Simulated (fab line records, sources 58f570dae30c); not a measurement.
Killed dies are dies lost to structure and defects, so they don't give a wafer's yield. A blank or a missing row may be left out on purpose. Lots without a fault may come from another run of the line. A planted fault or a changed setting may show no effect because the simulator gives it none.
Chamber matching | flow berkeley_cmos170 | UCB170_V2_CMP_02 on cmp-01: 4 sister chambers
The step polishes SiO2. 8 wafers are shown with their chamber, then 9 later ones without.

WAFERS WITH THEIR CHAMBER
wafer  | chamber | motor_current_A (A)
L782.6 | 2       | 20.1
L784.1 | 1       | 13.8
L783.1 | 3       | 16.9
L783.3 | 0       | 14.6
L783.5 | 3       | 17.9
L786.3 | 0       | 15.3
L786.4 | 2       | 20.9
L786.6 | 1       | 13.9

WAFERS WITHOUT THEIR CHAMBER
wafer  | motor_current_A (A)
L789.1 | 17.7
L789.4 | 14.3
L789.5 | 16.8
L790.2 | 15.4
L790.3 | 18.0
L790.5 | 17.0
L797.2 | 13.0
L797.5 | 16.3
L797.6 | 17.8

WHICH CHAMBER EACH WENT THROUGH
wafer  | from the rows above     | in truth
L789.1 | 3                       | 3
L789.4 | can't be placed: 1 or 0 | 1
L789.5 | 3                       | 3
L790.2 | 0                       | 0
L790.3 | 3                       | 3
L790.5 | 3                       | 3
L797.2 | 1                       | 1
L797.5 | can't be placed: 3 or 0 | 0
L797.6 | 3                       | 3
Placed correctly: 7 of 9. Can't be placed from these rows: 2 (the true chamber is among the candidates in 2). Placed wrongly: 0.
How it was worked out, from the rows above alone: a wafer's distance from a chamber is the root of the sum, over the readings, of the square of ((its reading less the chamber's mean) divided by the reading's scatter). The wafer belongs to the nearest chamber; if the next one is less than 2 further off, it can't be placed. A chamber's mean is the mean of its shown wafers. The scatter: the root of (the sum of the squares of (reading less its chamber's mean) over the shown wafers, divided by (wafers less chambers)).
